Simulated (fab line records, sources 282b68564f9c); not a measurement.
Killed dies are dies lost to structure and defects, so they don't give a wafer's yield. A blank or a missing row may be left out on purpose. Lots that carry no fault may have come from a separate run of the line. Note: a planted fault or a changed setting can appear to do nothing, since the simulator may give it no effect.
Problem report in the 8D (eight disciplines) form, filled by code + flow rit cmos + the parts of the form that need people (team, actions taken, sign-off) are left out

1. THE ISSUE
Wafers free of any fault read 3.04 nm (standard deviation 0.062) for GATE_OXIDE_THK at RIT_GATE_THK_MEAS_07, against a mean of 3.82 nm on 6 wafers of 2 lots. Relative to the usual mean, that is a shift of +13 standard deviations.
First observed at day 6 00:22: wafer L829.1, on film metro-02. The record holds 42 wafers of 14 lots with a number at this step. Rule for "out", or "out of limits": more than 4 standard deviations from the usual mean. All remaining wafers that have a number are taken as sound.

2. WHAT IT IS AND WHAT IT IS NOT
| question                    | is                           | is not                                                                 |
|-----------------------------|------------------------------|------------------------------------------------------------------------|
| which readings at this step | GATE_OXIDE_THK               | -                                                                      |
| which lots                  | L829, L833                   | L814, L815, L817, L818, L819, L820, L821, L823, L824, L825, L826, L831 |
| which wafers of those lots  | all that have a number       | -                                                                      |
| read on which gauges        | film metro-02, film metro-03 | film metro-01                                                          |
| when                        | from day 6 00:22             | up to then (33 sound wafers); but 3 sound wafers of L831 came after    |

3. THE SUSPECTS, EACH WITH WHAT RULES IT OUT
Counting: a tool at any process step up to the reading remains a suspect when it ran all the lots that are out and ran no sound lot after the first of those.
- the gauge at RIT_GATE_THK_MEAS_07 is ruled out. 2 gauges (film metro-02, film metro-03) read the wafers that are out.
- furnace-02 at RIT_GATE_OXIDATION_05 (target thk 3 nm, ox time 270 s): kept. It ran every lot that is out, first L829 (day 5 23:02), and no sound lot after that; its last sound lot up to then is L826 (day 5 06:16). Out on those wafers are its own readings of spike tc centre C, spike tc load C, spike tc source C, tube center temp C, tube_center_temp_C_max.
After counting, what remains is furnace-02 at RIT_GATE_OXIDATION_05.

4. THE CAUSE (what the simulator had put in)
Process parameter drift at RIT_GATE_OXIDATION_05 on furnace-02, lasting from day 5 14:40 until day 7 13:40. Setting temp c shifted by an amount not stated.
The count eliminated every tool but this one.

5. THE EFFECT CHAIN, in route order
Rows list readings where the struck wafers' mean (over those with a number) sits beyond 3 standard deviations from the usual. Only readings for which the record gives a usual standard deviation are gone through. hours: the time from each lot's start at the first step in this table that gives one to its start at this step, as a median over the lots. sigmas: the change in usual standard deviations.
| hours | step                  | reading                | usual   | on struck wafers | change | sigmas      |
|-------|-----------------------|------------------------|---------|------------------|--------|-------------|
| 0     | RIT_GATE_OXIDATION_05 | spike tc centre C      | 902.4 C | 922.8            | +20.4  | +20         |
| 0     | RIT_GATE_OXIDATION_05 | spike tc load C        | 925.3 C | 946.6            | +21.3  | +16         |
| 0     | RIT_GATE_OXIDATION_05 | spike tc source C      | 923.3 C | 942.9            | +19.6  | +18         |
| 0     | RIT_GATE_OXIDATION_05 | tube center temp C     | 900 C   | 920              | +20    | +99 or more |
| 0     | RIT_GATE_OXIDATION_05 | tube_center_temp_C_max | 902.4   | 922.6            | +20.2  | +49         |
| 1     | RIT_GATE_THK_MEAS_07  | GATE_OXIDE_THK         | 3.04 nm | 3.82             | +0.78  | +13         |
Process steps it contains:
- RIT_GATE_OXIDATION_05: target thk 3 nm, ox time 270 s.

6. HOW IT WOULD HAVE BEEN CAUGHT EARLIER
Counted from the fault's start at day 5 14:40, it took 10 hours until the first out-of-limits reading at a measuring or inspecting step in this record, taken at day 6 00:22.
The tool's own readings at RIT_GATE_OXIDATION_05 were out on every struck wafer that the step has a row for (spike tc centre C, spike tc load C, spike tc source C, tube center temp C, tube_center_temp_C_max): an alarm limit on them would have fired on the first of those.
Lots out: 2; of these, L833 started RIT_GATE_OXIDATION_05 on furnace-02 after day 6 00:22. Putting the tool on hold at that point would have spared it.
